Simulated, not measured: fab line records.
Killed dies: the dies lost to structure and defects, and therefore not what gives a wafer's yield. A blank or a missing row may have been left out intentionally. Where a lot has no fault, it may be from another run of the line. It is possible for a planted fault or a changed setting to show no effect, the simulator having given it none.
fab line records ; flow rit_cmos
[record] lots = 6; wafers = 18; last_day = 7
route steps=202 shown FOX2@24 NWELL@28 M1@202
lots that met no fault: taken from a fault-free run of the same line
start_h: start of the lot's first displayed wafer, in hours after the record's first day ; wait_h: hours elapsed since this lot's preceding step ; " the same as in the row above ; L1.1+2: one row covering several wafers at once ; - no value present, or no start provided ; * or withheld: withheld ; < > ~ a bound
route shown NAME@n: a module of which the file shows steps, and the number in the route of the first ; usual: the fault-free wafers' mean and standard deviation ; same: alike in all rows ; chamber/n: place in a boat ; sites: each site's reading ; _std_site: the values' standard deviation ; _edge_site: inner sites' mean taken away from outer sites' mean ; radius_mm: for every site, how far away it sits from the centre of the wafer ; mask NAME#n: copy n ; behind: the most recent tool/chamber to have shaped the wafer ; hold: the reason the lot was held/the length of the hold in hours/how it ended ; device: names the non-switching transistor (n, p or np) ; end of line: the tests these same wafers got at the end of their route ; a step given without rows: its recipe and nothing more ; killed: at the first sort, the dies lost to defects and structure; wafer yield is something else ; map: the dies of a wafer, with x for killed, . for not killed, _ for no die there
set.NAME: the run value of the setting; set.NAME@STEP: its run value at that earlier step ; model.NAME: the simulator's own value behind a step, which no gauge read
certain route steps with their lots: each step a table, each wafer a row
services: from which hour (start_h, from the record's first day; less than 0 if before it) a tool's chamber was out of use, for how many hours, and why
[[steps]]
[step RIT_FOX2_THK_MEAS_01]
[recipe] reads = SiO2_of_FOX2_OXIDATION_00
[usual] FOX2_OXIDE_THK = 336/6.7
lot.wafer;tool;chamber;start_h;wait_h;FOX2_OXIDE_THK[nm]
L433.2;film_metro-04;-;25.06;0.0;342
L433.4;film_metro-04;-;25.06;0.0;347
L433.5;film_metro-04;-;25.06;0.0;341
L439.2;film_metro-02;-;50.02;0.0;343
L439.4;film_metro-02;-;50.02;0.0;334
L439.6;film_metro-02;-;50.02;0.0;342
L445.3;film_metro-02;-;83.89;0.0;341
L445.4;film_metro-02;-;83.89;0.0;344
L445.6;film_metro-02;-;83.89;0.0;344
L447.4;film_metro-04;-;90.30;0.0;326
L447.5;film_metro-04;-;90.30;0.0;338
L447.6;film_metro-04;-;90.30;0.0;333
L452.3;film_metro-02;-;116.29;0.0;328
L452.5;film_metro-02;-;116.29;0.0;324
L452.6;film_metro-02;-;116.29;0.0;328
L453.1;film_metro-02;-;119.07;0.0;330
L453.2;film_metro-02;-;119.07;0.0;333
L453.5;film_metro-02;-;119.07;0.0;330
[step RIT_FOX2_CLEAN_02]
[recipe] chemistry = dHF; dilution = 50:1; time_s = 180
[step RIT_FOX2_WET_ETCH_03]
[recipe] chemistry = H3PO4; target = Si3N4; target_depth_nm = 195; temp_c = 165; time_s = 2700
[step RIT_FOX2_THK_MEAS_90]
[recipe] reads = SiO2_of_FOX2_OXIDATION_00
[usual] FIELD_OXIDE_LEFT_1_THK = 308/6.8
lot.wafer;tool;chamber;start_h;wait_h;FIELD_OXIDE_LEFT_1_THK[nm]
L433.2;film_metro-02;-;25.94;0.0;315
L433.4;film_metro-02;-;25.94;0.0;320
L433.5;film_metro-02;-;25.94;0.0;313
L439.2;film_metro-01;-;50.97;0.0;316
L439.4;film_metro-01;-;50.97;0.0;307
L439.6;film_metro-01;-;50.97;0.0;315
L445.3;film_metro-01;-;84.83;0.0;315
L445.4;film_metro-01;-;84.83;0.0;317
L445.6;film_metro-01;-;84.83;0.0;317
L447.4;film_metro-01;-;91.18;0.0;298
L447.5;film_metro-01;-;91.18;0.0;310
L447.6;film_metro-01;-;91.18;0.0;305
L452.3;film_metro-02;-;117.16;0.0;300
L452.5;film_metro-02;-;117.16;0.0;297
L452.6;film_metro-02;-;117.16;0.0;301
L453.1;film_metro-04;-;119.95;0.0;303
L453.2;film_metro-04;-;119.95;0.0;306
L453.5;film_metro-04;-;119.95;0.0;302
[step RIT_NWELL_HMDS_00]
[recipe] prime_time_s = 60; prime_temp_c = 140
[step RIT_NWELL_COAT_01]
[recipe] resist = NOVOLAK; spin_rpm = 2000; resist_thk_nm = 1300
[step RIT_NWELL_SOFTBAKE_02]
[recipe] resist = NOVOLAK; temp_c = 90; time_s = 60
[step RIT_NWELL_EXPOSE_03]
[recipe] mask_id = M2; na = 0.57; target_cd_nm = 43900; dose_mj = 250
[step RIT_NWELL_PEB_04]
[recipe] resist = NOVOLAK; temp_c = withheld; time_s = withheld
[step RIT_NWELL_DEVELOP_05]
[recipe] resist = NOVOLAK; develop_time_s = 68; dev_temp_c = 23
[step RIT_NWELL_OVL_MEAS_06]
[usual] NWELL_OVL = -0.5/1.3
lot.wafer;tool;chamber;start_h;wait_h;NWELL_OVL[nm]
L433.2;overlay-01;-;27.12;-;-1.4
L433.4;overlay-01;-;27.12;-;-1.7
L433.5;overlay-01;-;27.12;-;0.6
L439.2;overlay-02;-;51.92;-;1.2
L439.4;overlay-02;-;51.92;-;1.7
L439.6;overlay-02;-;51.92;-;-0.2
L445.3;overlay-02;-;85.88;-;-1.1
L445.4;overlay-02;-;85.88;-;-2.8
L445.6;overlay-02;-;85.88;-;-2.8
L447.4;overlay-02;-;92.10;-;-2.3
L447.5;overlay-02;-;92.10;-;-2.6
L447.6;overlay-02;-;92.10;-;-3.1
L452.3;overlay-01;-;118.22;-;-0.9
L452.5;overlay-01;-;118.22;-;0.8
L452.6;overlay-01;-;118.22;-;0.6
L453.1;overlay-01;-;121.07;-;-1.8
L453.2;overlay-01;-;121.07;-;-2.2
L453.5;overlay-01;-;121.07;-;-0.6
[step RIT_NWELL_HARDBAKE_07]
[recipe] resist = NOVOLAK; temp_c = 139.2; time_s = 120
[step RIT_NWELL_IMPLANT_08]
[recipe] species = P; energy_kev = 170; dose_cm2 = 5e+13; tilt_deg = 7
[usual] beam_energy_keV = 170.00/0.058
lot.wafer;tool;chamber;start_h;wait_h;beam_energy_keV;model.implant.rp_nm;model.implant.drp_nm
L433.2;implanter-01;0;27.42;0.2;169.96;217.6;68.82
L433.4;implanter-01;0;27.42;0.2;169.92;217.6;68.82
L433.5;implanter-01;0;27.42;0.2;170.03;217.6;68.82
L439.2;implanter-02;0;52.23;0.2;169.95;205.5;68.82
L439.4;implanter-02;0;52.23;0.2;170.00;205.5;68.82
L439.6;implanter-02;0;52.23;0.2;169.90;205.5;68.82
L445.3;implanter-03;0;86.21;0.2;170.05;212.1;68.82
L445.4;implanter-03;0;86.21;0.2;170.03;212.1;68.82
L445.6;implanter-03;0;86.21;0.2;170.06;212.1;68.82
L447.4;implanter-02;0;92.45;0.2;170.09;206;68.82
L447.5;implanter-02;0;92.45;0.2;170.05;206;68.82
L447.6;implanter-02;0;92.45;0.2;169.98;206;68.82
L452.3;implanter-02;0;118.55;0.2;119.02;151.5;52.37
L452.5;implanter-02;0;118.55;0.2;119.00;151.5;52.37
L452.6;implanter-02;0;118.55;0.2;118.98;151.5;52.37
L453.1;implanter-02;0;121.36;0.2;119.04;150.8;52.37
L453.2;implanter-02;0;121.36;0.2;118.97;150.8;52.37
L453.5;implanter-02;0;121.36;0.2;118.99;150.8;52.37
[step RIT_NWELL_STRIP_09]
[recipe] chemistry = O2; time_s = 180; resist = NOVOLAK; platen_temp_c = withheld; power_w = 500; pressure_mtorr = 4000; o2_flow_sccm = 4000
[usual] drypump_motor_current_A = 5.5/0.41; o2_flow_sccm = 4002/13
lot.wafer;tool;chamber;start_h;wait_h;drypump_motor_current_A;o2_flow_sccm;rf_hours_counter_h
L433.2;plasma_asher-02;1;27.55;0.1;6.2;4014;36
L433.4;plasma_asher-02;0;27.55;0.1;5.3;3993;-
L433.5;plasma_asher-02;0;27.55;0.1;5.3;3988;-
L439.2;plasma_asher-01;1;52.35;0.1;5.4;3988;40
L439.4;plasma_asher-01;1;52.35;0.1;5.4;4014;-
L439.6;plasma_asher-01;1;52.35;0.1;5.4;3991;-
L445.3;plasma_asher-02;1;86.37;0.1;6.1;3998;-
L445.4;plasma_asher-02;0;86.37;0.1;5.3;3997;-
L445.6;plasma_asher-02;0;86.37;0.1;5.3;4013;-
L447.4;plasma_asher-04;1;92.58;0.1;5.2;3994;-
L447.5;plasma_asher-04;0;92.58;0.1;5.7;4026;-
L447.6;plasma_asher-04;1;92.58;0.1;5.3;3993;-
L452.3;plasma_asher-02;1;118.71;0.1;6.1;4009;-
L452.5;plasma_asher-02;1;118.71;0.1;6.1;3987;-
L452.6;plasma_asher-02;0;118.71;0.1;5.3;4013;-
L453.1;plasma_asher-02;0;121.51;0.1;5.3;4005;1
L453.2;plasma_asher-02;1;121.51;0.1;6.2;3993;1
L453.5;plasma_asher-02;1;121.51;0.1;6.1;3988;-
[step RIT_NWELL_TW_MEAS_10]
[usual] NWELL_TW = 2150/25
lot.wafer;tool;chamber;start_h;wait_h;hold;NWELL_TW
L433.2;film_metro-02;-;27.73;0.1;-;2109
L433.4;film_metro-02;-;27.73;0.1;-;2113
L433.5;film_metro-02;-;27.73;0.1;-;2111
L439.2;film_metro-03;-;52.54;0.1;-;2170
L439.4;film_metro-03;-;52.54;0.1;-;2171
L439.6;film_metro-03;-;52.54;0.1;-;2166
L445.3;film_metro-02;-;86.50;0.1;-;2115
L445.4;film_metro-02;-;86.50;0.1;-;2111
L445.6;film_metro-02;-;86.50;0.1;-;2110
L447.4;film_metro-02;-;92.73;0.1;-;2121
L447.5;film_metro-02;-;92.73;0.1;-;2103
L447.6;film_metro-02;-;92.73;0.1;-;2106
L452.3;film_metro-01;-;118.84;0.1;await_dispo/0.2h/release;2010
L452.5;film_metro-01;-;118.84;0.1;await_dispo/0.2h/release;2023
L452.6;film_metro-01;-;118.84;0.1;await_dispo/0.2h/release;2021
L452.3;film_metro-01;-;119.07;0.2;-;2017
L452.5;film_metro-01;-;119.07;0.2;-;2014
L452.6;film_metro-01;-;119.07;0.2;-;2008
L453.1;film_metro-03;-;121.68;0.1;await_dispo/0.2h/release;1999
L453.2;film_metro-03;-;121.68;0.1;await_dispo/0.2h/release;1996
L453.5;film_metro-03;-;121.68;0.1;await_dispo/0.2h/release;1992
L453.1;film_metro-03;-;121.91;0.2;-;2002
L453.2;film_metro-03;-;121.91;0.2;-;1999
L453.5;film_metro-03;-;121.91;0.2;-;1990
[step RIT_M1_PROBE_99]
[usual] killed_at_contacts = 0.1/0.27; killed_at_front_end = 7/3.3; killed_dies = 7/3.3; killed_open = 3.5/2; killed_short = 3.8/2.2
[same] gross_dies = 264; killed_at_M0_to_M3 = 0; killed_at_M4_up = 0; killed_at_back_side = 0; killed_at_other = 0
lot.wafer;tool;chamber;start_h;wait_h;killed_at_contacts;killed_at_front_end;killed_dies;killed_open;killed_short
L433.4;prober-01;-;68.04;0.2;0;4;4;2;2
L433.5;prober-01;-;68.09;0.2;0;4;4;4;0
L439.2;prober-02;-;91.72;0.1;0;11;11;6;5
L439.4;prober-02;-;91.82;0.2;0;10;10;5;5
L439.6;prober-02;-;91.92;0.2;0;8;8;3;5
L445.3;prober-02;-;125.67;0.2;1;1;2;1;1
L445.4;prober-02;-;125.72;0.2;0;8;8;4;4
L445.6;prober-02;-;125.82;0.2;0;6;6;1;5
L447.4;prober-02;-;132.44;0.2;0;10;10;4;6
L447.5;prober-02;-;132.49;0.2;0;6;6;3;3
L447.6;prober-02;-;132.54;0.2;0;7;7;4;3
L452.3;prober-01;-;167.45;0.2;0;6;6;2;3
L452.5;prober-01;-;167.55;0.2;0;5;5;4;1
L452.6;prober-01;-;167.60;0.2;0;6;6;3;3
L453.1;prober-02;-;167.75;0.1;0;5;5;1;4
L453.2;prober-02;-;167.80;0.1;0;7;7;1;6
L453.5;prober-02;-;167.95;0.2;0;10;10;5;5
// killed by level:class
L433.4 FOX2:geometric_particle:open=1 GATE:geometric_particle:short=1 SPACER:geometric_particle:short=1 SPACER:geometric_particle:open=1
L433.5 ACTIVE:geometric_particle:open=1 GATE:geometric_particle:open=1 SPACER:geometric_particle:open=1 SILICIDE:geometric_particle:open=1
L439.2 GATE:geometric_particle:open=3 GATE:geometric_particle:short=2 REOX:geometric_particle:open=2 FOX1:geometric_particle:short=1 SILICIDE:geometric_particle:open=1 REOX:geometric_particle:short=1 SILICIDE:geometric_particle:short=1
L439.4 GATE:geometric_particle:open=3 GATE:geometric_particle:short=3 REOX:geometric_particle:open=1 REOX:geometric_particle:short=1 SPACER:geometric_particle:open=1 SILICIDE:geometric_particle:short=1
L439.6 GATE:geometric_particle:short=3 FOX2:geometric_particle:open=1 FOX2:geometric_particle:short=1 GATE:geometric_particle:open=1 REOX:geometric_particle:open=1 SILICIDE:geometric_particle:short=1
L445.3 GATE:geometric_particle:short=1 CONTACT:geometric_particle:open=1
L445.4 GATE:geometric_particle:open=2 FOX1:geometric_particle:open=1 GATE:geometric_particle:short=1 REOX:geometric_particle:open=1 REOX:geometric_particle:short=1 SPACER:geometric_particle:short=1 SILICIDE:geometric_particle:short=1
L445.6 FOX1:geometric_particle:short=2 GATE:geometric_particle:open=1 GATE:geometric_particle:short=1 SPACER:geometric_particle:short=1 SILICIDE:geometric_particle:short=1
L447.4 FOX2:geometric_particle:short=3 FOX1:geometric_particle:open=2 FOX1:geometric_particle:short=1 FOX2:geometric_particle:open=1 GATE:geometric_particle:short=1 SPACER:geometric_particle:short=1 SILICIDE:geometric_particle:open=1
L447.5 FOX1:geometric_particle:short=3 REOX:geometric_particle:open=2 SILICIDE:geometric_particle:open=1
L447.6 SILICIDE:geometric_particle:open=2 FOX2:geometric_particle:short=1 FOX2:geometric_particle:open=1 GATE:geometric_particle:short=1 REOX:geometric_particle:short=1 SPACER:geometric_particle:open=1
L452.3 FOX1:geometric_particle:short=1 FOX1:geometric_particle:open=1 GATE:geometric_particle:open=1 GATE:geometric_particle:short=1 SILICIDE:geometric_particle:short=1 NWELL:coat_microbubble_printed=1
L452.5 GATE:geometric_particle:open=3 FOX1:geometric_particle:open=1 FOX1:geometric_particle:short=1
L452.6 REOX:geometric_particle:short=2 ACTIVE:geometric_particle:open=1 GATE:geometric_particle:short=1 REOX:geometric_particle:open=1 SPACER:geometric_particle:open=1
L453.1 SPACER:geometric_particle:short=2 GATE:geometric_particle:short=1 GATE:geometric_particle:open=1 REOX:geometric_particle:short=1
L453.2 REOX:geometric_particle:short=4 FOX2:geometric_particle:short=1 GATE:geometric_particle:open=1 SILICIDE:geometric_particle:short=1
L453.5 FOX2:geometric_particle:short=2 REOX:geometric_particle:open=2 SPACER:geometric_particle:short=2 FOX2:geometric_particle:open=1 GATE:geometric_particle:open=1 SPACER:geometric_particle:open=1 SILICIDE:geometric_particle:short=1
[[services]]
tool;chamber;start_h;hours;kind
implanter-01;-;4.27;2.6;pm
implanter-02;-;28.50;4.6;pm
implanter-02;-;55.32;15.0;repair
implanter-02;-;61.41;2.1;repair
implanter-01;-;86.10;4.9;pm
plasma_asher-02;-;108.75;9.0;pm
plasma_asher-02;0;108.75;9.0;vent_cycle
plasma_asher-02;1;108.75;9.0;vent_cycle
plasma_asher-02;0;117.75;-;clean
plasma_asher-02;1;117.75;-;clean
[[key]]
[first_sign] step = RIT_NWELL_IMPLANT_08; reading = beam_energy_keV; direction = down; sigmas = 99+; usual = 170.00; struck = 119.00
[effect] step = RIT_NWELL_TW_MEAS_10; reading = visit; direction = added
[effect] step = RIT_NWELL_TW_MEAS_10; reading = NWELL_TW; direction = down; sigmas = 5.6; usual = 2150; struck = 2007
[model_effect] step = RIT_NWELL_IMPLANT_08; value = implant.rp_nm; without = 218.9; struck = 151.2
met_at RIT_NWELL_IMPLANT_08
struck_wafers L452.3,L452.5,L452.6,L453.1,L453.2,L453.5
tester_left_out L452,L453
onset_between 92.45 118.55
[fault] kind = process_parameter_drift; tool = implanter-02; chamber = -; onset_h = 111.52; steps = RIT_NWELL_IMPLANT_08; channel = energy_kev; offset = -51; shape = step; end_h = 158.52; acts_in = these_recipes_only; stated = 170
// tester_left_out: of these lots the tester's yield and bins aren't shown, on N5 and GAA mostly nor the transistor test; their killed dies are dies lost to structure and defects alone, not to doping, threshold or leakage, so they don't give the yield
